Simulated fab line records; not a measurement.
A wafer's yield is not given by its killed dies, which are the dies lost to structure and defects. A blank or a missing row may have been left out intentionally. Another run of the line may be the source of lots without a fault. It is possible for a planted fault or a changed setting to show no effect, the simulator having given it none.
Chamber matching    flow berkeley cmos170    cmp-02 running UCB170_V1_CMP_02: 4 sister chambers
The step polishes SiO2. 14 wafers are shown with their chamber, then 7 later ones without.

## EACH WAFER AND ITS CHAMBER
wafer   chamber  motor current A (A)
L675.2  1        15.4
L675.3  3        15.2
L675.4  0        16.8
L681.2  3        15.9
L681.3  0        17.1
L681.4  2        15.6
L682.1  0        17.9
L682.4  3        15.5
L682.5  3        14.9
L685.1  0        17.5
L685.4  2        15.3
L685.6  1        14.6
L693.4  3        14.6
L693.5  3        15.1

SIGNATURES, as means of the wafers listed above
reading          chamber 0  chamber 1  chamber 2  chamber 3  scatter within a chamber
motor current A  17.325     15.000     15.450     15.200     0.457
Rule: a wafer lies at a distance from a chamber equal to the root of the sum of squares, over the readings, of (its reading less the chamber's mean, divided by the reading's scatter). If the next closest chamber is less than 2 further off than the closest, the wafer can't be placed; otherwise it belongs to the closest. The scatter: the root of (the sum of the squares of (reading less its chamber's mean) over the shown wafers, divided by (wafers less chambers)).

## WAFERS MISSING THEIR CHAMBER
wafer   motor current A (A)
L693.6  18.3
L695.3  15.3
L695.4  15.2
L695.6  17.5
L698.1  15.0
L698.3  16.2
L698.4  17.8

## WHICH CHAMBER EACH WENT THROUGH
wafer   from the rows above                in truth
L693.6  0                                  0
L695.3  can't be placed: 3 or 2 or 1       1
L695.4  can't be placed: 3 or 1 or 2       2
L695.6  0                                  0
L698.1  can't be placed: 1 or 3 or 2       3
L698.3  can't be placed: 2 or 3 or 0 or 1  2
L698.4  0                                  0
3 of 7 placed correctly. Can't be placed from these rows: 4 (the true chamber is among the candidates in 4). 0 placed wrongly.
